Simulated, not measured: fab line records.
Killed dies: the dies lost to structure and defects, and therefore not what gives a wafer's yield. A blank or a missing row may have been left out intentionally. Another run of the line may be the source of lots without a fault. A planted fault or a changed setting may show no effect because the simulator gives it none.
Lot-split experiment :: flow rit_cmos :: 5 lots, 27 wafers read, on a route of 202 steps

## SPLIT DETAILS
At RIT_GATE_DEVELOP_15 (develop time 50 s), the setting develop_time_s was moved away from the recipe's 50 s on 6 of the 27 wafers read, by -33.6% to +45.2%. All remaining wafers had this setting at the recipe value.

## FROM THE SPLIT TO THE READING: what the file shows between them, 9 steps
- RIT_CONTACT_DEVELOP_07: develop time 120 s (also split here: develop_time_s)
- RIT_CONTACT_CD_MEAS_08: target cd 1000 nm
- RIT_CONTACT_HARDBAKE_10: time 60 s
- RIT_CONTACT_ETCH_11: etches SiO2 in CHF3/CF4/Ar, stops on TiSi2, target depth 480 nm, time 320 s
- RIT_CONTACT_STRIP_12: strips in O2, time 180 s
- RIT_CONTACT_CD_MEAS_90: target cd 1000 nm
- RIT_CONTACT_CLEAN_13: cleans in SC1, time 600 s
- RIT_CONTACT_CLEAN_14: cleans in SC2, time 600 s
- RIT_M1_ANNEAL_15: time 1800 s

## THE READING
etest.nmos_0p3.r_on_ohm_um (the simulator's own value, which no gauge read), at RIT_M1_PROBE_99. The file gives no usual value for it. Here, 21 wafers ran the recipe; their average is 2183 with a standard deviation of 57.

wafer: L074.1
tool, chamber at the split: litho_track-02, 0
develop_time_s as run, s: 72.59
against the recipe: +45.2%
etest.nmos_0p3.r_on_ohm_um: 1803
against lot-mates on the recipe: -425

wafer: L074.2
tool, chamber at the split: litho_track-02, 0
develop_time_s as run, s: 72.59
against the recipe: +45.2%
etest.nmos_0p3.r_on_ohm_um: 1794
against lot-mates on the recipe: -434

wafer: L074.3
tool, chamber at the split: litho_track-02, 0
develop_time_s as run, s: 50
against the recipe: recipe
etest.nmos_0p3.r_on_ohm_um: 2228
against lot-mates on the recipe: -

wafer: L074.4
tool, chamber at the split: litho_track-02, 0
develop_time_s as run, s: 50
against the recipe: recipe
etest.nmos_0p3.r_on_ohm_um: 2221
against lot-mates on the recipe: -

wafer: L074.5
tool, chamber at the split: litho_track-02, 0
develop_time_s as run, s: 72.59
against the recipe: +45.2%
etest.nmos_0p3.r_on_ohm_um: 1805
against lot-mates on the recipe: -423

wafer: L074.6
tool, chamber at the split: litho_track-02, 0
develop_time_s as run, s: 50
against the recipe: recipe
etest.nmos_0p3.r_on_ohm_um: 2236
against lot-mates on the recipe: -

wafer: L075.1
tool, chamber at the split: litho_track-03, 0
develop_time_s as run, s: 50
against the recipe: recipe
etest.nmos_0p3.r_on_ohm_um: 2166
against lot-mates on the recipe: -

wafer: L075.2
tool, chamber at the split: litho_track-03, 0
develop_time_s as run, s: 33.21
against the recipe: -33.6%
etest.nmos_0p3.r_on_ohm_um: 2721
against lot-mates on the recipe: +557

wafer: L075.3
tool, chamber at the split: litho_track-03, 0
develop_time_s as run, s: 33.21
against the recipe: -33.6%
etest.nmos_0p3.r_on_ohm_um: 2743
against lot-mates on the recipe: +579

wafer: L075.4
tool, chamber at the split: litho_track-03, 0
develop_time_s as run, s: 50
against the recipe: recipe
etest.nmos_0p3.r_on_ohm_um: 2187
against lot-mates on the recipe: -

wafer: L075.5
tool, chamber at the split: litho_track-03, 0
develop_time_s as run, s: 50
against the recipe: recipe
etest.nmos_0p3.r_on_ohm_um: 2140
against lot-mates on the recipe: -

wafer: L075.6
tool, chamber at the split: litho_track-03, 0
develop_time_s as run, s: 33.21
against the recipe: -33.6%
etest.nmos_0p3.r_on_ohm_um: 2675
against lot-mates on the recipe: +511

wafer: L078.1
tool, chamber at the split: litho_track-02, 0
develop_time_s as run, s: 50
against the recipe: recipe
etest.nmos_0p3.r_on_ohm_um: 2211
against lot-mates on the recipe: -

wafer: L078.2
tool, chamber at the split: litho_track-02, 0
develop_time_s as run, s: 50
against the recipe: recipe
etest.nmos_0p3.r_on_ohm_um: 2244
against lot-mates on the recipe: -

wafer: L078.3
tool, chamber at the split: litho_track-02, 0
develop_time_s as run, s: 50
against the recipe: recipe
etest.nmos_0p3.r_on_ohm_um: 2223
against lot-mates on the recipe: -

wafer: L078.4
tool, chamber at the split: litho_track-02, 0
develop_time_s as run, s: 50
against the recipe: recipe
etest.nmos_0p3.r_on_ohm_um: 2244
against lot-mates on the recipe: -

wafer: L078.5
tool, chamber at the split: litho_track-02, 0
develop_time_s as run, s: 50
against the recipe: recipe
etest.nmos_0p3.r_on_ohm_um: 2209
against lot-mates on the recipe: -

wafer: L078.6
tool, chamber at the split: litho_track-02, 0
develop_time_s as run, s: 50
against the recipe: recipe
etest.nmos_0p3.r_on_ohm_um: 2236
against lot-mates on the recipe: -

wafer: L080.1
tool, chamber at the split: litho_track-03, 0
develop_time_s as run, s: 50
against the recipe: recipe
etest.nmos_0p3.r_on_ohm_um: 2096
against lot-mates on the recipe: -

wafer: L080.2
tool, chamber at the split: litho_track-03, 0
develop_time_s as run, s: 50
against the recipe: recipe
etest.nmos_0p3.r_on_ohm_um: 2094
against lot-mates on the recipe: -

wafer: L080.3
tool, chamber at the split: litho_track-03, 0
develop_time_s as run, s: 50
against the recipe: recipe
etest.nmos_0p3.r_on_ohm_um: 2094
against lot-mates on the recipe: -

wafer: L080.4
tool, chamber at the split: litho_track-03, 0
develop_time_s as run, s: 50
against the recipe: recipe
etest.nmos_0p3.r_on_ohm_um: 2117
against lot-mates on the recipe: -

wafer: L080.5
tool, chamber at the split: litho_track-03, 0
develop_time_s as run, s: 50
against the recipe: recipe
etest.nmos_0p3.r_on_ohm_um: 2110
against lot-mates on the recipe: -

wafer: L080.6
tool, chamber at the split: litho_track-03, 0
develop_time_s as run, s: 50
against the recipe: recipe
etest.nmos_0p3.r_on_ohm_um: 2099
against lot-mates on the recipe: -

wafer: L082.1
tool, chamber at the split: litho_track-01, 0
develop_time_s as run, s: 50
against the recipe: recipe
etest.nmos_0p3.r_on_ohm_um: 2235
against lot-mates on the recipe: -

wafer: L082.2
tool, chamber at the split: litho_track-01, 0
develop_time_s as run, s: 50
against the recipe: recipe
etest.nmos_0p3.r_on_ohm_um: 2203
against lot-mates on the recipe: -

wafer: L082.4
tool, chamber at the split: litho_track-01, 0
develop_time_s as run, s: 50
against the recipe: recipe
etest.nmos_0p3.r_on_ohm_um: 2244
against lot-mates on the recipe: -

FIT RESULTS
A straight line over all 27 wafers: etest.nmos_0p3.r_on_ohm_um changes by -11.2 for each +1% of develop_time_s; r = -0.94; the points scatter about the line by 81.
The same after taking each lot's own level away (the mean of its wafers on the recipe; 27 wafers): -12 for each +1%; r = -0.97; scatter 59.
That fit puts the effect of the largest move of develop_time_s on the reading at 5.4e+02.
Across the lots, their own levels run from 2101.7 to 2228.3, a range of 2.2 times the standard deviation given above.
The two slopes are in agreement: the lot-to-lot level therefore moves the slope only a little.
Check: -542 against its lot-mates is what the line predicts for one of the wafers moved furthest among these (+45.2%) when that wafer is left out of the fit. It came out at -425 against them.

## THESE WAFERS: OTHER SPLITS
These wafers also went through other splits before the reading. Each is held against what the fit with the lots' levels taken away leaves over:
other split on the same wafers: RIT_ACTIVE_OXIDATION_01 ox_time_s
wafers away from the commonest value: 12
r with etest.nmos_0p3.r_on_ohm_um (lot level and that fit taken away): -0.03

other split on the same wafers: RIT_CONTACT_DEVELOP_07 develop_time_s
wafers away from the commonest value: 9
r with etest.nmos_0p3.r_on_ohm_um (lot level and that fit taken away): +0.31

## THE WHOLE CHAIN: every reading that the file lists as answering this split, in the file's order
step: RIT_M1_PROBE_99
what it does: 
reading: etest.pmos_0p3.r_on_ohm_um (the simulator's own value, which no gauge read)
change (the file's fit): -41.4 for each +1% of the setting
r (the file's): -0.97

step: RIT_M1_PROBE_99
what it does: 
reading: etest.pmos_turned.r_on_ohm_um (the simulator's own value, which no gauge read)
change (the file's fit): -40.9 for each +1% of the setting
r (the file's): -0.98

step: RIT_M1_PROBE_99
what it does: 
reading: etest.npoly_line.line_ohm_um (the simulator's own value, which no gauge read)
change (the file's fit): +4.59 for each +1% of the setting
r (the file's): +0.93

step: RIT_M1_PROBE_99
what it does: 
reading: etest.ppoly_line.line_ohm_um (the simulator's own value, which no gauge read)
change (the file's fit): +4.35 for each +1% of the setting
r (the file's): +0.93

step: RIT_M1_PROBE_99
what it does: 
reading: etest.nmos_0p3.r_on_ohm_um (the simulator's own value, which no gauge read)
change (the file's fit): -11.9 for each +1% of the setting
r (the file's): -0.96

## THE FILE'S OWN FIT
etest.nmos_0p3.r_on_ohm_um changes by -11.9 for each +1% of develop_time_s, r = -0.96.
